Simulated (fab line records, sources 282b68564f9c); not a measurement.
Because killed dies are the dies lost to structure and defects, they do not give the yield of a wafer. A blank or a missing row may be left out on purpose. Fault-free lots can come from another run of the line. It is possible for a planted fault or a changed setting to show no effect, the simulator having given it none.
fab line records ; flow rit_cmos
record: lots: 13; wafers: 39; last_day: 7
route steps=202 shown PWELL@49 GATE@93 SDANNEAL@156 PSD@157 PLDD@159 SILICIDE@164
lots that met no fault: taken from a fault-free run of the same line
start_h: the number of hours between the record's first day and the start of the first shown wafer of the lot ; wait_h: hours since the lot's step before ; " as in the row above ; L1.1+2: one row covering several wafers at once ; - either no value or no given start ; * or withheld: withheld ; < > ~ a bound
route shown NAME@n: a module of which the file shows steps, and the number in the route of the first ; usual: mean and standard deviation over wafers with no fault ; same: alike in all rows ; chamber/n: place in a boat ; sites: each site's reading ; _std_site: how widely they spread, as a standard deviation ; _edge_site: inner sites' mean taken away from outer sites' mean ; radius_mm: for every site, how far away it sits from the centre of the wafer ; mask NAME#n: copy n ; behind: tool/chamber where the wafer was last shaped ; hold: the reason the lot was held/the length of the hold in hours/how it ended ; device: whichever transistor did not switch (one of n, p or np) ; end of line: the route-end tests of the same wafers ; step lacking rows: just its recipe ; killed: dies that structure and defects cost at the first sort, which is not the same as the wafer's yield ; map: shows each die of a wafer: x if killed, . if not, _ if none is there
set.NAME: the run value of the setting; set.NAME@STEP: its run value at that earlier step ; model.NAME: the simulator's own value behind a step, which no gauge read
the route's steps for a sample of lots (tables are steps, rows are wafers)
== steps ==
step: RIT_PWELL_TW_MEAS_10
usual: PWELL_TW: 955/11
lot.wafer;tool;chamber;start_h;wait_h;PWELL_TW
L149.1;film_metro-03;-;24.77;0.1;970
L149.2;film_metro-03;-;24.77;0.1;972
L149.4;film_metro-03;-;24.77;0.1;970
L150.1;film_metro-03;-;30.66;0.1;969
L150.4;film_metro-03;-;30.66;0.1;975
L150.6;film_metro-03;-;30.66;0.1;973
L151.2;film_metro-04;-;36.27;0.1;958
L151.3;film_metro-04;-;36.27;0.1;963
L151.5;film_metro-04;-;36.27;0.1;955
L152.1;film_metro-04;-;39.19;0.1;963
L152.3;film_metro-04;-;39.19;0.1;967
L152.6;film_metro-04;-;39.19;0.1;966
L153.2;film_metro-02;-;45.01;0.1;946
L153.5;film_metro-02;-;45.01;0.1;947
L153.6;film_metro-02;-;45.01;0.1;937
L154.1;film_metro-03;-;50.33;0.1;964
L154.2;film_metro-03;-;50.33;0.1;964
L154.4;film_metro-03;-;50.33;0.1;964
L155.4;film_metro-03;-;54.76;0.1;967
L155.5;film_metro-03;-;54.76;0.1;967
L155.6;film_metro-03;-;54.76;0.1;965
L157.2;film_metro-02;-;64.55;0.1;946
L157.3;film_metro-02;-;64.55;0.1;947
L157.4;film_metro-02;-;64.55;0.1;942
L159.1;film_metro-02;-;74.01;0.1;944
L159.2;film_metro-02;-;74.01;0.1;946
L159.4;film_metro-02;-;74.01;0.1;946
L168.2;film_metro-02;-;118.65;0.1;944
L168.5;film_metro-02;-;118.65;0.1;947
L168.6;film_metro-02;-;118.65;0.1;947
L170.3;film_metro-03;-;127.66;0.1;964
L170.4;film_metro-03;-;127.66;0.1;961
L170.6;film_metro-03;-;127.66;0.1;962
L171.4;film_metro-02;-;133.40;0.1;949
L171.5;film_metro-02;-;133.40;0.1;949
L171.6;film_metro-02;-;133.40;0.1;948
L172.1;film_metro-02;-;138.12;0.1;947
L172.4;film_metro-02;-;138.12;0.1;950
L172.5;film_metro-02;-;138.12;0.1;948
step: RIT_GATE_OVL_MEAS_17
usual: GATE_OVL: 0.1/1.5
lot.wafer;tool;chamber;start_h;wait_h;GATE_OVL[nm]
L149.1;overlay-01;-;40.05;0.1;2.0
L149.2;overlay-01;-;40.05;0.1;0.8
L149.4;overlay-01;-;40.05;0.1;0.7
L150.1;overlay-01;-;47.41;0.1;-1.0
L150.4;overlay-01;-;47.41;0.1;-0.1
L150.6;overlay-01;-;47.41;0.1;0.9
L151.2;overlay-01;-;50.40;0.1;1.0
L151.3;overlay-01;-;50.40;0.1;0.2
L151.5;overlay-01;-;50.40;0.1;0.0
L152.1;overlay-02;-;53.26;0.1;0.8
L152.3;overlay-02;-;53.26;0.1;-0.5
L152.6;overlay-02;-;53.26;0.1;1.2
L153.2;overlay-02;-;60.52;0.1;0.2
L153.5;overlay-02;-;60.52;0.1;-0.1
L153.6;overlay-02;-;60.52;0.1;-0.9
L154.1;overlay-02;-;65.92;0.1;3.2
L154.2;overlay-02;-;65.92;0.1;0.8
L154.4;overlay-02;-;65.92;0.1;0.7
L155.4;overlay-01;-;68.90;0.1;1.4
L155.5;overlay-01;-;68.90;0.1;-1.2
L155.6;overlay-01;-;68.90;0.1;-2.0
L157.2;overlay-01;-;80.83;0.1;0.9
L157.3;overlay-01;-;80.83;0.1;0.6
L157.4;overlay-01;-;80.83;0.1;0.4
L159.1;overlay-02;-;90.23;0.1;-0.4
L159.2;overlay-02;-;90.23;0.1;0.5
L159.4;overlay-02;-;90.23;0.1;-2.3
L168.2;overlay-02;-;133.74;0.1;0.7
L168.5;overlay-02;-;133.74;0.1;-0.1
L168.6;overlay-02;-;133.74;0.1;-1.0
L170.3;overlay-02;-;143.66;0.1;0.0
L170.4;overlay-02;-;143.66;0.1;0.8
L170.6;overlay-02;-;143.66;0.1;1.1
L171.4;overlay-01;-;150.13;0.1;-1.7
L171.5;overlay-01;-;150.13;0.1;-2.1
L171.6;overlay-01;-;150.13;0.1;0.5
L172.1;overlay-02;-;153.57;0.1;0.1
L172.4;overlay-02;-;153.57;0.1;1.1
L172.5;overlay-02;-;153.57;0.1;-0.5
step: RIT_SDANNEAL_RTA_03
recipe: temp_c: 1050; time_s: 5; idle_temp_c: 600; ramp_up_c_per_s: 342; ramp_down_c_per_s: 171; cool_to_c: 600; ambient: N2
usual: ramp_up_c_per_s: 341.99/0.062; wafer_temp_C_max: 1053.5/1.1
lot.wafer;tool;chamber;start_h;wait_h;ramp_up_c_per_s;wafer_temp_C_max
L149.1;rtp_anneal-01;0;54.53;0.0;342.04;1051.9
L149.2;rtp_anneal-01;0;54.53;0.0;341.97;1054.4
L149.4;rtp_anneal-01;0;54.53;0.0;341.95;1053.7
L150.1;rtp_anneal-02;0;60.25;0.0;342.00;1052.5
L150.4;rtp_anneal-02;0;60.25;0.0;342.01;1054.6
L150.6;rtp_anneal-02;0;60.25;0.0;342.06;1053.9
L151.2;rtp_anneal-01;0;64.85;0.0;341.94;1053.8
L151.3;rtp_anneal-01;0;64.85;0.0;341.93;1052.0
L151.5;rtp_anneal-01;0;64.85;0.0;342.04;1054.4
L152.1;rtp_anneal-02;0;66.55;0.0;342.02;1053.6
L152.3;rtp_anneal-02;0;66.55;0.0;341.91;1052.5
L152.6;rtp_anneal-02;0;66.55;0.0;341.97;1052.2
L153.2;rtp_anneal-01;0;74.29;0.0;342.02;1051.1
L153.5;rtp_anneal-01;0;74.29;0.0;342.03;1053.8
L153.6;rtp_anneal-01;0;74.29;0.0;342.09;1053.2
L154.1;rtp_anneal-02;0;78.81;0.0;341.96;1054.2
L154.2;rtp_anneal-02;0;78.81;0.0;341.87;1052.7
L154.4;rtp_anneal-02;0;78.81;0.0;341.90;1054.0
L155.4;rtp_anneal-01;0;81.98;0.0;342.07;1053.5
L155.5;rtp_anneal-01;0;81.98;0.0;341.97;1052.8
L155.6;rtp_anneal-01;0;81.98;0.0;342.05;1054.4
L157.2;rtp_anneal-01;0;94.37;0.0;342.02;1044.9
L157.3;rtp_anneal-01;0;94.37;0.0;341.95;1046.1
L157.4;rtp_anneal-01;0;94.37;0.0;341.97;1044.3
L159.1;rtp_anneal-01;0;103.83;0.0;342.02;1045.3
L159.2;rtp_anneal-01;0;103.83;0.0;341.95;1043.9
L159.4;rtp_anneal-01;0;103.83;0.0;342.04;1046.9
L168.2;rtp_anneal-02;0;148.31;0.0;342.00;1052.4
L168.5;rtp_anneal-02;0;148.31;0.0;341.98;1052.7
L168.6;rtp_anneal-02;0;148.31;0.0;341.89;1053.2
L170.3;rtp_anneal-02;0;156.46;0.0;341.97;1051.5
L170.4;rtp_anneal-02;0;156.46;0.0;342.07;1053.8
L170.6;rtp_anneal-02;0;156.46;0.0;341.94;1052.7
L171.4;rtp_anneal-01;0;162.88;0.0;341.91;1052.5
L171.5;rtp_anneal-01;0;162.88;0.0;342.07;1053.2
L171.6;rtp_anneal-01;0;162.88;0.0;342.05;1054.6
L172.1;rtp_anneal-02;0;166.00;0.0;342.12;1054.0
L172.4;rtp_anneal-02;0;166.00;0.0;341.93;1052.9
L172.5;rtp_anneal-02;0;166.00;0.0;341.84;1053.1
step: RIT_SDANNEAL_RS_MEAS_04
recipe: thk_meas_gauge: four-point-probe
usual: PSD_RS: 115.82/0.29
lot.wafer;tool;chamber;start_h;wait_h;PSD_RS[ohm/sq]
L149.1;film_metro-01;-;54.65;0.1;115.77
L149.2;film_metro-01;-;54.65;0.1;115.83
L149.4;film_metro-01;-;54.65;0.1;115.78
L150.1;film_metro-01;-;60.30;0.0;115.73
L150.4;film_metro-01;-;60.30;0.0;116.03
L150.6;film_metro-01;-;60.30;0.0;116.03
L151.2;film_metro-04;-;64.92;0.1;115.23
L151.3;film_metro-04;-;64.92;0.1;115.83
L151.5;film_metro-04;-;64.92;0.1;115.80
L152.1;film_metro-04;-;66.61;0.0;115.99
L152.3;film_metro-04;-;66.61;0.0;115.93
L152.6;film_metro-04;-;66.61;0.0;115.79
L153.2;film_metro-04;-;74.36;0.1;116.41
L153.5;film_metro-04;-;74.36;0.1;115.95
L153.6;film_metro-04;-;74.36;0.1;116.64
L154.1;film_metro-01;-;78.87;0.0;115.58
L154.2;film_metro-01;-;78.87;0.0;115.61
L154.4;film_metro-01;-;78.87;0.0;115.70
L155.4;film_metro-04;-;82.07;0.1;115.50
L155.5;film_metro-04;-;82.07;0.1;115.65
L155.6;film_metro-04;-;82.07;0.1;115.47
L157.2;film_metro-03;-;94.44;0.1;121.39
L157.3;film_metro-03;-;94.44;0.1;121.61
L157.4;film_metro-03;-;94.44;0.1;121.34
L159.1;film_metro-04;-;103.89;0.0;121.29
L159.2;film_metro-04;-;103.89;0.0;121.17
L159.4;film_metro-04;-;103.89;0.0;121.42
L168.2;film_metro-04;-;148.38;0.1;115.67
L168.5;film_metro-04;-;148.38;0.1;115.66
L168.6;film_metro-04;-;148.38;0.1;115.47
L170.3;film_metro-01;-;156.54;0.1;115.71
L170.4;film_metro-01;-;156.54;0.1;115.70
L170.6;film_metro-01;-;156.54;0.1;115.48
L171.4;film_metro-01;-;162.97;0.1;115.85
L171.5;film_metro-01;-;162.97;0.1;115.81
L171.6;film_metro-01;-;162.97;0.1;115.23
L172.1;film_metro-04;-;166.06;0.0;115.68
L172.4;film_metro-04;-;166.06;0.0;115.34
L172.5;film_metro-04;-;166.06;0.0;115.72
step: RIT_SDANNEAL_RS_MEAS_06
recipe: thk_meas_gauge: four-point-probe
usual: PLDD_RS: 178.5/0.52
lot.wafer;tool;chamber;start_h;wait_h;PLDD_RS[ohm/sq]
L149.1;film_metro-01;-;54.89;0.1;178.7
L149.2;film_metro-01;-;54.89;0.1;178.9
L149.4;film_metro-01;-;54.89;0.1;178.6
L150.1;film_metro-01;-;60.54;0.1;179.1
L150.4;film_metro-01;-;60.54;0.1;179.0
L150.6;film_metro-01;-;60.54;0.1;178.5
L151.2;film_metro-04;-;65.16;0.1;178.0
L151.3;film_metro-04;-;65.16;0.1;178.5
L151.5;film_metro-04;-;65.16;0.1;178.5
L152.1;film_metro-04;-;66.85;0.1;179.2
L152.3;film_metro-04;-;66.85;0.1;179.2
L152.6;film_metro-04;-;66.85;0.1;179.5
L153.2;film_metro-04;-;74.60;0.1;179.0
L153.5;film_metro-04;-;74.60;0.1;178.7
L153.6;film_metro-04;-;74.60;0.1;178.7
L154.1;film_metro-01;-;79.11;0.1;178.5
L154.2;film_metro-01;-;79.11;0.1;178.1
L154.4;film_metro-01;-;79.11;0.1;177.8
L155.4;film_metro-04;-;82.31;0.1;177.8
L155.5;film_metro-04;-;82.31;0.1;177.5
L155.6;film_metro-04;-;82.31;0.1;178.1
L157.2;film_metro-03;-;94.68;0.1;183.4
L157.3;film_metro-03;-;94.68;0.1;183.9
L157.4;film_metro-03;-;94.68;0.1;183.5
L159.1;film_metro-04;-;104.13;0.1;183.7
L159.2;film_metro-04;-;104.13;0.1;182.9
L159.4;film_metro-04;-;104.13;0.1;183.6
L168.2;film_metro-04;-;148.62;0.1;177.7
L168.5;film_metro-04;-;148.62;0.1;177.2
L168.6;film_metro-04;-;148.62;0.1;176.7
L170.3;film_metro-01;-;156.78;0.1;178.4
L170.4;film_metro-01;-;156.78;0.1;178.3
L170.6;film_metro-01;-;156.78;0.1;178.3
L171.4;film_metro-01;-;163.21;0.1;178.2
L171.5;film_metro-01;-;163.21;0.1;177.4
L171.6;film_metro-01;-;163.21;0.1;178.1
L172.1;film_metro-04;-;166.30;0.1;178.3
L172.4;film_metro-04;-;166.30;0.1;178.7
L172.5;film_metro-04;-;166.30;0.1;178.6
step: RIT_SILICIDE_THK_MEAS_03
recipe: thk_meas_gauge: xrf; reads: Ti_of_SILICIDE_SPUTTER_01
usual: SILICIDE_TI_THK: 29.7/0.38
lot.wafer;tool;chamber;start_h;wait_h;SILICIDE_TI_THK[nm]
L149.1;film_metro-02;-;55.41;0.1;29.0
L149.2;film_metro-02;-;55.41;0.1;29.4
L149.4;film_metro-02;-;55.41;0.1;29.5
L150.1;film_metro-02;-;61.07;0.1;30.0
L150.4;film_metro-02;-;61.07;0.1;30.0
L150.6;film_metro-02;-;61.07;0.1;30.1
L151.2;film_metro-02;-;65.67;0.1;29.9
L151.3;film_metro-02;-;65.67;0.1;29.8
L151.5;film_metro-02;-;65.67;0.1;30.4
L152.1;film_metro-02;-;67.37;0.1;30.5
L152.3;film_metro-02;-;67.37;0.1;29.7
L152.6;film_metro-02;-;67.37;0.1;30.0
L153.2;film_metro-03;-;75.12;0.1;29.7
L153.5;film_metro-03;-;75.12;0.1;29.4
L153.6;film_metro-03;-;75.12;0.1;30.1
L154.1;film_metro-02;-;79.63;0.1;29.5
L154.2;film_metro-02;-;79.63;0.1;29.3
L154.4;film_metro-02;-;79.63;0.1;29.4
L155.4;film_metro-03;-;82.80;0.1;29.2
L155.5;film_metro-03;-;82.80;0.1;29.6
L155.6;film_metro-03;-;82.80;0.1;29.2
L157.2;film_metro-02;-;95.19;0.1;29.4
L157.3;film_metro-02;-;95.19;0.1;29.4
L157.4;film_metro-02;-;95.19;0.1;29.7
L159.1;film_metro-01;-;104.65;0.1;29.8
L159.2;film_metro-01;-;104.65;0.1;29.5
L159.4;film_metro-01;-;104.65;0.1;29.5
L168.2;film_metro-01;-;149.13;0.1;29.5
L168.5;film_metro-01;-;149.13;0.1;29.5
L168.6;film_metro-01;-;149.13;0.1;29.5
L170.3;film_metro-01;-;157.28;0.1;29.5
L170.4;film_metro-01;-;157.28;0.1;29.7
L170.6;film_metro-01;-;157.28;0.1;29.3
L171.4;film_metro-02;-;163.71;0.1;29.8
L171.5;film_metro-02;-;163.71;0.1;29.7
L171.6;film_metro-02;-;163.71;0.1;29.6
L172.1;film_metro-03;-;166.83;0.1;28.8
L172.4;film_metro-03;-;166.83;0.1;29.0
L172.5;film_metro-03;-;166.83;0.1;29.0
== key ==
first_sign: step: RIT_SDANNEAL_RTA_03; reading: wafer_temp_C_max; direction: down; sigmas: 7.5; usual: *; struck: *
effect: step: RIT_SDANNEAL_RS_MEAS_04; reading: PSD_RS; direction: up; sigmas: 19; usual: 115.82; struck: 121.37
effect: step: RIT_SDANNEAL_RS_MEAS_06; reading: PLDD_RS; direction: up; sigmas: 9.6; usual: 178.5; struck: 183.5
met_at RIT_SDANNEAL_RTA_03
struck_lots L157,L159
tester_left_out L157,L159
not_acting_at RIT_PWELL_TW_MEAS_10,RIT_GATE_OVL_MEAS_17,RIT_SILICIDE_THK_MEAS_03
onset_between 81.98 94.37
fault: kind: process_parameter_drift; tool: rtp_anneal-01; chamber: -; onset_h: 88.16; steps: RIT_SDANNEAL_RTA_03; channel: temp_c; offset: *; shape: step; end_h: 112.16; acts_in: *; stated: *
tester_left_out: of these lots the tester's yield and bins aren't shown, on N5 and GAA mostly nor the transistor test; their killed dies are dies lost to structure and defects alone, not to doping, threshold or leakage, so they don't give the yield
